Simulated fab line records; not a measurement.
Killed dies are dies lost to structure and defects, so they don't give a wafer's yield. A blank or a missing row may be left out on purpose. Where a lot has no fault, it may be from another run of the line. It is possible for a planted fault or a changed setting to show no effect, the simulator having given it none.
Which tool is to blame?	flow rit-cmos	Sampling: 15 lots, 45 wafers, 3 of 202 route steps

== WHAT THE GAUGES SHOWED, per wafer ==
RIT_PWELL_OVL_MEAS_06.
lot	measured	on	PWELL_OVL (nm)
L165	day 1 23:20	overlay-02	0.1 -1.1 -0.1
L166	day 2 08:24	overlay-01	-1.1 -0.7 -0.3
L168	day 2 19:19	overlay-01	1.4 2.4 0.2
L169	day 2 22:20	overlay-01	0.8 0.8 0.5
L170	day 3 05:53	overlay-01	0.0 -0.1 -1.6
L171	day 3 06:07	overlay-02	-0.3 -1.1 1.3
L174	day 3 20:41	overlay-02	1.7 2.3 1.8
L175	day 4 02:01	overlay-02	-0.5 0.6 -1.3
L176	day 4 06:49	overlay-02	0.5 -2.7 -1.8
L177	day 4 13:18	overlay-01	-0.8 0.3 -0.8
L178	day 4 16:20	overlay-01	1.0 -2.2 -0.4
L180	day 5 04:16	overlay-02	-1.4 0.3 -1.7
L185	day 6 02:57	overlay-02	-1.4 -0.2 -0.6
L186	day 6 09:28	overlay-01	0.8 0.7 -0.5
L188	day 6 19:25	overlay-02	-0.8 -1.8 -1.5

RIT_M1_RS_MEAS_01: measurement is done with a four-point probe.
lot	measured	on	M1_AL_RS (ohm/sq)
L165	day 3 15:58	film-metro-02	0.0732 0.0729 0.0730
L166	day 3 17:46	film-metro-01	0.0733 0.0735 0.0731
L168	day 4 03:02	film-metro-01	0.0737 0.0725 0.0731
L169	day 4 08:14	film-metro-03	0.0742 0.0740 0.0742
L170	day 4 12:48	film-metro-02	0.0735 0.0731 0.0735
L171	day 4 16:46	film-metro-01	0.0737 0.0736 0.0743
L174	day 5 07:28	film-metro-03	0.0715 0.0725 0.0737
L175	day 5 11:28	film-metro-03	0.0736 0.0738 0.0737
L176	day 5 17:40	film-metro-01	0.0737 0.0716 0.0731
L177	day 5 22:25	film-metro-02	0.0731 0.0748 0.0742
L178	day 6 02:37	film-metro-03	0.0739 0.0728 0.0740
L180	day 6 14:21	film-metro-01	0.0730 0.0749 0.0735
L185	day 7 11:52	film-metro-03	0.0728 0.0735 0.0739
L186	day 7 19:17	film-metro-03	0.0732 0.0732 0.0724
L188	day 8 07:52	film-metro-01	0.0725 0.0741 0.0736

== TOOL THAT RAN EACH LOT (tool first, then ch and the chambers of the sampled wafers, then the start) ==
lot	RIT_PRETRO_STRIP_09
L165	plasma-asher-04 ch 0,1, day 2 10:28
L166	plasma-asher-01 ch 0,1, day 2 17:52
L168	plasma-asher-01 ch 0,1, day 3 04:29
L169	plasma-asher-03 ch 0,1, day 3 09:10
L170	plasma-asher-03 ch 0, day 3 14:52
L171	plasma-asher-04 ch 0,1, day 3 15:07
L174	plasma-asher-03 ch 0,1, day 4 06:55
L175	plasma-asher-03 ch 0,1, day 4 11:28
L176	plasma-asher-03 ch 0,1, day 4 15:55
L177	plasma-asher-04 ch 0,1, day 4 22:17
L178	plasma-asher-03 ch 0,1, day 5 02:50
L180	plasma-asher-03 ch 0,1, day 5 13:20
L185	plasma-asher-01 ch 0,1, day 6 12:43
L186	plasma-asher-01 ch 1, day 6 18:27
L188	plasma-asher-03 ch 1, day 7 04:53
- RIT_PRETRO_STRIP_09: strips in O2, time 180 s.

== WHAT THE TOOLS THEMSELVES READ (means of the sampled wafers that have a number; where no wafer has one, the mark that the record gives instead) ==
RIT_PRETRO_STRIP_09.
lot	tool	chamber-pressure-mTorr (mTorr)	drypump-motor-current-A (A)
L165	plasma-asher-04	3997	5.9
L166	plasma-asher-01	3994	5.6
L168	plasma-asher-01	3998	5.6
L169	plasma-asher-03	4002	5.2
L170	plasma-asher-03	3998	4.8
L171	plasma-asher-04	4001	6.1
L174	plasma-asher-03	4002	5.0
L175	plasma-asher-03	3998	5.0
L176	plasma-asher-03	3999	5.2
L177	plasma-asher-04	4002	6.1
L178	plasma-asher-03	4001	5.2
L180	plasma-asher-03	4003	5.2
L185	plasma-asher-01	3994	5.5
L186	plasma-asher-01	3998	5.3
L188	plasma-asher-03	4000	5.4

== THE ANSWER, worked out from the rows above alone ==
Rule: what is usual is taken from the lots themselves. Put in order of their means at a reading, lots are off if they are a third of the lots or fewer, leave a main group of 4 or more, and stand apart from it by a gap of 3 or more times the standard deviation of the main group's means; of several such gaps the widest counts. Not used: any main group whose means are identical at the precision the tables above print for the reading. Also off: a lot with no number at a reading for which 4 or more lots have one. Any other lot the step has rows for is counted as sound. Order of review: gauges by route order, followed by the tools' own readings, for which a lot's mean as printed above is used. The first step at which some lot is off is used, and at that step the reading that is off furthest; a lot without a number counts as furthest.
None of the lots is off at any reading shown; this tells nothing.

== WHAT THE SIMULATOR PUT IN ==
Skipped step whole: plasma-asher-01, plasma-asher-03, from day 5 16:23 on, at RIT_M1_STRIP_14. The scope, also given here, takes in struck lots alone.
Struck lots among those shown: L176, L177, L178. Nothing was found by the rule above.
